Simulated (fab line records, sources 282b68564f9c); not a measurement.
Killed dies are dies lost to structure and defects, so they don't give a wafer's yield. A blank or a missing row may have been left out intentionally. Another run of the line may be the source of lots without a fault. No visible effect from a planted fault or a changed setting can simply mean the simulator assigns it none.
2 desks looking at one fault | flow rit cmos | every desk sees just its own numbers, and what lay behind them comes last

## DESK OF THE TOOL OWNER: litho track-04
The tool's own readings at RIT_M1_COAT_04 (resist thk 1300 nm): means of the sampled wafers that have a number, for each lot that ran on this tool. Marked OUT: a lot whose mean sits more than 4 standard deviations from the usual mean, which makes it out of limits; the brackets give that distance.
Columns: A = dispense pressure kPa at RIT_M1_COAT_04, usual 50.7 kPa; B = resist line temp C at RIT_M1_COAT_04, usual 22.99 C
lot  | first seen here | A    | B
L544 | day 3 21:03     | 53.3 | 23.05
L550 | day 5 05:49     | 53.3 | 22.95
L551 | day 5 09:19     | 53.3 | 22.93
L554 | day 5 23:17     | 53.3 | 23.12
L556 | day 6 09:46     | 53.3 | 22.85
L557 | day 6 14:47     | 53.3 | 22.99
L562 | day 7 11:09     | 53.3 | 23.03
Finding of this desk: none of the 7 lots has anything out of limits.

## AT THE METROLOGY DESK
What the gauges read for every lot (on any tool): the sampled wafers with a number, averaged. Marked OUT: a lot whose mean sits more than 4 standard deviations from the usual mean, which makes it out of limits; the brackets give that distance.
Columns: A = cd nm at RIT_M1_CD_MEAS_09, usual 2601.6 nm
lot  | first seen here | A
L543 | day 3 18:37     | 2601.9
L544 | day 3 21:48     | 2598.7
L548 | day 4 19:44     | 2598.7
L549 | day 5 02:40     | 2601.2
L550 | day 5 06:37     | 2600.6
L551 | day 5 10:10     | 2601.5
L552 | day 5 16:10     | 2604.6
L553 | day 5 19:02     | 2601.9
L554 | day 6 00:08     | 2605.0
L555 | day 6 03:28     | 2600.9
L556 | day 6 10:37     | 2603.7
L557 | day 6 15:31     | 2595.5
L562 | day 7 12:00     | 2591.1 (-4.4) OUT
L565 | day 8 06:24     | 2600.7
Finding of this desk: L562 out of limits; the first was L562 at day 7 12:00, on cd nm at RIT_M1_CD_MEAS_09. In limits: L543, L544, L548, L549, L550, L551, L552, L553, L554, L555, L556, L557, L565.

## BROUGHT TOGETHER
Metrology desk: alarm possible at day 7 12:00 on L562.
The tool owner's desk saw nothing out of limits.
The tool owner's desk has L562 on record, within its limits.
RIT_M1_COAT_04 was run on litho track-04 by each of the lots named.

## WHAT HAD BEEN PUT IN BY THE SIMULATOR
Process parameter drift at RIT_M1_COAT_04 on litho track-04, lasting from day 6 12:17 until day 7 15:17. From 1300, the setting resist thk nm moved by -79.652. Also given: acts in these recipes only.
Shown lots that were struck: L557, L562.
Delay in hours, fault start to first out-of-limits reading, per desk: metrology desk 24.
